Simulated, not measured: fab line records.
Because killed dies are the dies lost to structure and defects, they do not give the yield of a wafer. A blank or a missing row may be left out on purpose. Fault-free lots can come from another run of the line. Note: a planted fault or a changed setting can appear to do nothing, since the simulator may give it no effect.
Split-lot trial ; flow rit_cmos ; 23 wafers read from 5 lots, route of 202 steps

THE SPLIT
At RIT_GATE_COAT_11 (resist thk 850 nm), the setting resist_thk_nm was moved away from the recipe's 850 nm on 8 of the 23 wafers read, by -5.5% to +3.1%. For the rest of the wafers, this setting stayed at what the recipe calls for.

FROM THE SPLIT TO THE READING: what the file shows between them, 5 steps
- RIT_GATE_EXPOSE_13: exposes mask M6, target cd 150 nm (also split here: dose_mj)
- RIT_GATE_PEB_14
- RIT_GATE_DEVELOP_15: develop time 50 s
- RIT_GATE_CD_MEAS_16: target cd 150 nm
- RIT_GATE_HARDBAKE_18: time 60 s

THE READING
NOVOLAK_of_GATE_COAT_11.thk_nm (the simulator's own value, which no gauge read), in nm, at RIT_GATE_ETCH_19 (etches poly-Si in SF6/CHF3/O2, stops on SiO2, time 165 s, target depth 312.5 nm). No usual value for it is given in the file. Here, 15 wafers ran the recipe; their average is 668.6 nm with a standard deviation of 3.3 nm.

wafer;tool, chamber at the split;resist_thk_nm as run, nm;against the recipe;NOVOLAK_of_GATE_COAT_11.thk_nm, nm;against lot-mates on the recipe
L074.1;litho_track-04, 0;850;recipe;673.5;-
L074.3;litho_track-04, 0;832.4;-2.1%;651.2;-20.0
L074.4;litho_track-04, 0;850;recipe;671;-
L074.5;litho_track-04, 0;832.4;-2.1%;658;-13.2
L074.6;litho_track-04, 0;850;recipe;669.1;-
L075.3;litho_track-02, 0;850;recipe;674.2;-
L075.5;litho_track-02, 0;850;recipe;670.8;-
L075.6;litho_track-02, 0;850;recipe;671.9;-
L081.1;litho_track-04, 0;850;recipe;662.4;-
L081.2;litho_track-04, 0;876.4;+3.1%;689.7;+23.7
L081.3;litho_track-04, 0;876.4;+3.1%;689.8;+23.8
L081.5;litho_track-04, 0;850;recipe;669.6;-
L081.6;litho_track-04, 0;876.4;+3.1%;689.6;+23.6
L083.1;litho_track-03, 0;850;recipe;668.4;-
L083.4;litho_track-03, 0;850;recipe;668.4;-
L083.2;litho_track-03, 0;850;recipe;665.2;-
L083.3;litho_track-03, 0;850;recipe;667.3;-
L083.5;litho_track-03, 0;850;recipe;663.1;-
L085.2;litho_track-04, 0;850;recipe;666;-
L085.3;litho_track-04, 0;803.5;-5.5%;627.6;-39.4
L085.4;litho_track-04, 0;803.5;-5.5%;626.6;-40.4
L085.5;litho_track-04, 0;803.5;-5.5%;624.1;-42.9
L085.6;litho_track-04, 0;850;recipe;668;-

FIT RESULTS
A straight line over all 23 wafers: NOVOLAK_of_GATE_COAT_11.thk_nm changes by +7.45 nm for each +1% of resist_thk_nm; r = +0.98; the points scatter about the line by 3.2 nm.
The same after taking each lot's own level away (the mean of its wafers on the recipe; 23 wafers): +7.55 nm for each +1%; r = +0.99; scatter 2.1 nm.
According to that fit, moving resist_thk_nm by its largest amount changes the reading by 41 nm.
The span of the lots' own levels, 666.00 to 672.30 nm, comes to 1.9 times the standard deviation stated above.
Consequently the slope shifts little with the lot-to-lot level, the two slopes agreeing.
Check: -41.9 nm against its lot-mates is what the line predicts for one of the wafers moved furthest among these (-5.5%) when that wafer is left out of the fit. It came out at -39.4 nm against them.

THESE WAFERS: OTHER SPLITS
Note: prior to the reading, these wafers also went through further splits. Each is held against what the fit with the lots' levels taken away leaves over:
other split on the same wafers;wafers away from the commonest value;r with NOVOLAK_of_GATE_COAT_11.thk_nm (lot level and that fit taken away)
RIT_ACTIVE_OXIDATION_01 ox_time_s;15;-0.07
RIT_ACTIVE_EXPOSE_08 dose_mj;11;-0.07
RIT_ACTIVE_HARDBAKE_12 temp_c;4;-0.23
RIT_NWELL_COAT_01 spin_rpm;11;+0.10
RIT_PRETRO_COAT_01 resist_thk_nm;8;-0.02
RIT_GATE_EXPOSE_13 dose_mj;9;-0.01

THE WHOLE CHAIN: every reading that the file lists as answering this split, in the file's order
step;what it does;reading;change (the file's fit);r (the file's)
RIT_GATE_COAT_11;resist thk 850 nm;NOVOLAK_of_GATE_COAT_11.thk_nm (the simulator's own value, which no gauge read);+8.47 nm for each +1% of the setting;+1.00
RIT_GATE_HARDBAKE_18;time 60 s;NOVOLAK_of_GATE_COAT_11.thk_nm (the simulator's own value, which no gauge read);+7.43 nm for each +1% of the setting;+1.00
RIT_GATE_ETCH_19;etches poly-Si in SF6/CHF3/O2, stops on SiO2, time 165 s, target depth 312.5 nm;NOVOLAK_of_GATE_COAT_11.thk_nm (the simulator's own value, which no gauge read);+7.56 nm for each +1% of the setting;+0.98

THE FILE'S OWN FIT
NOVOLAK_of_GATE_COAT_11.thk_nm changes by +7.56 nm for each +1% of resist_thk_nm, r = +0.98.
